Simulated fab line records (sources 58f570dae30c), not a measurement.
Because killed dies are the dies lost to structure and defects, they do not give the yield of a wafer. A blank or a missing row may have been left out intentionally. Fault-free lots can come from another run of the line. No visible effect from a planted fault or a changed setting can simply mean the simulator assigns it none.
Which tool did it?    flow berkeley_cmos170    45 wafers from 15 lots sampled at 4 of the route's 331 steps

== WHAT THE GAUGES SHOWED, per wafer ==
UCB170_M1_CD_MEAS_09: target cd 700 nm.
lot   measured      on         cd_nm (nm)
L215  day 7 21:58   cd_sem-02  701.6 702.8 701.0
L217  day 8 00:14   cd_sem-01  697.8 695.6 697.4
L218  day 8 22:08   cd_sem-01  698.8 698.9 697.7
L219  day 8 22:38   cd_sem-01  700.1 699.7 701.1
L221  day 8 22:58   cd_sem-02  699.8 697.9 699.4
L220  day 8 23:51   cd_sem-01  698.6 698.7 699.4
L224  day 9 17:43   cd_sem-01  697.8 698.7 698.2
L226  day 10 14:24  cd_sem-01  701.7 700.6 700.7
L227  day 10 14:10  cd_sem-02  700.0 699.8 700.7
L228  day 10 14:38  cd_sem-01  701.4 701.3 699.9
L232  day 11 13:49  cd_sem-02  700.5 702.4 701.6
L235  day 12 07:53  cd_sem-02  699.0 699.6 698.0
L233  day 12 12:55  cd_sem-02  699.6 700.7 699.9
L234  day 12 12:32  cd_sem-01  701.3 701.5 699.7
L237  day 13 11:06  cd_sem-01  703.1 701.9 702.5

UCB170_M3_RS_MEAS_02: uses a four-point probe to measure.
lot   measured      on             M3_AL_RS (ohm/sq)
L215  day 8 10:04   film_metro-01  0.0321 0.0321 0.0323
L217  day 8 12:05   film_metro-03  0.0323 0.0320 0.0322
L218  day 9 08:12   film_metro-01  0.0327 0.0327 0.0326
L219  day 9 11:21   film_metro-04  0.0319 0.0321 0.0319
L221  day 9 11:44   film_metro-01  0.0321 0.0320 0.0322
L220  day 9 12:03   film_metro-04  0.0322 0.0319 0.0321
L224  day 10 04:36  film_metro-01  0.0319 0.0311 0.0316
L226  day 11 01:49  film_metro-01  0.0323 0.0325 0.0325
L227  day 11 01:38  film_metro-04  0.0315 0.0318 0.0313
L228  day 11 02:49  film_metro-03  0.0323 0.0324 0.0322
L232  day 12 03:59  film_metro-03  0.0316 0.0318 0.0313
L235  day 12 19:44  film_metro-01  0.0321 0.0320 0.0319
L233  day 13 01:39  film_metro-04  0.0323 0.0321 0.0323
L234  day 13 00:33  film_metro-04  0.0329 0.0329 0.0328
L237  day 13 21:01  film_metro-01  0.0322 0.0324 0.0324

UCB170_M3_CD_MEAS_15: target cd 700 nm.
lot   measured      on         cd_nm (nm)
L215  day 8 12:35   cd_sem-02  700.2 698.4 698.6
L217  day 8 14:52   cd_sem-02  701.7 701.6 703.0
L218  day 9 11:17   cd_sem-02  699.9 701.9 700.1
L219  day 9 13:05   cd_sem-01  699.5 697.3 698.6
L221  day 9 13:41   cd_sem-01  699.9 699.2 700.9
L220  day 9 13:57   cd_sem-02  700.7 700.9 702.4
L224  day 10 06:52  cd_sem-01  701.6 702.2 701.0
L226  day 11 04:55  cd_sem-02  699.4 700.7 700.2
L227  day 11 04:11  cd_sem-01  700.9 703.0 701.6
L228  day 11 05:58  cd_sem-02  699.4 698.8 699.9
L232  day 12 08:03  cd_sem-01  697.9 697.3 696.8
L235  day 12 23:34  cd_sem-01  698.6 700.0 698.9
L233  day 13 06:53  cd_sem-02  700.7 700.3 699.9
L234  day 13 06:35  cd_sem-01  701.6 702.0 700.4
L237  day 13 23:54  cd_sem-01  701.2 702.6 702.2

== WHAT TOOL EACH LOT RAN ON (gives the tool, then ch and the chambers of the sampled wafers, and finally the start) ==
lot   UCB170_CONTACT_CLEAN_00
L215  wet_bench-01 ch 2, day 7 14:37
L217  wet_bench-01 ch 3, day 7 15:22
L218  wet_bench-02 ch 1, day 8 15:05
L219  wet_bench-01 ch 1, day 8 15:26
L221  wet_bench-01 ch 1, day 8 15:43
L220  wet_bench-02 ch 3, day 8 16:17
L224  wet_bench-01 ch 1, day 9 11:12
L226  wet_bench-02 ch 0, day 10 08:31
L227  wet_bench-02 ch 3, day 10 08:31
L228  wet_bench-02 ch 0, day 10 08:43
L232  wet_bench-04 ch 3, day 11 08:02
L235  wet_bench-04 ch 0, day 11 21:16
L233  wet_bench-01 ch 1, day 12 01:55
L234  wet_bench-01 ch 3, day 12 01:55
L237  wet_bench-04 ch 3, day 13 00:16
- UCB170_CONTACT_CLEAN_00: cleans in SPM, time 600 s.

== AS READ BY THE TOOLS THEMSELVES (means over the sampled wafers that have a number; for cases with no such wafer, the mark the record gives instead) ==
The record holds no such reading with a usual standard deviation.

== THE ANSWER, worked out from the rows above alone ==
Rule: usual is defined by the lots themselves. Put in order of their means at a reading, lots are off if they are a third of the lots or fewer, leave a main group of 4 or more, and stand apart from it by a gap of 3 or more times the standard deviation of the main group's means; of several such gaps the widest counts. A main group whose means are all the same, to the digits that the tables above print for the reading, isn't used. A lot without any number at a reading at which 4 lots or more have one is off too. Any other lot the step has rows for is counted as sound. First the gauges in route order, then the tools' own readings, where a lot's mean is used as printed above. At the first step where some lot is off, the reading lying furthest off is the one used; lots without a number count as furthest.
Across all readings shown, no lot is off: no conclusion can be drawn from this.

== WHAT HAD BEEN PUT IN BY THE SIMULATOR ==
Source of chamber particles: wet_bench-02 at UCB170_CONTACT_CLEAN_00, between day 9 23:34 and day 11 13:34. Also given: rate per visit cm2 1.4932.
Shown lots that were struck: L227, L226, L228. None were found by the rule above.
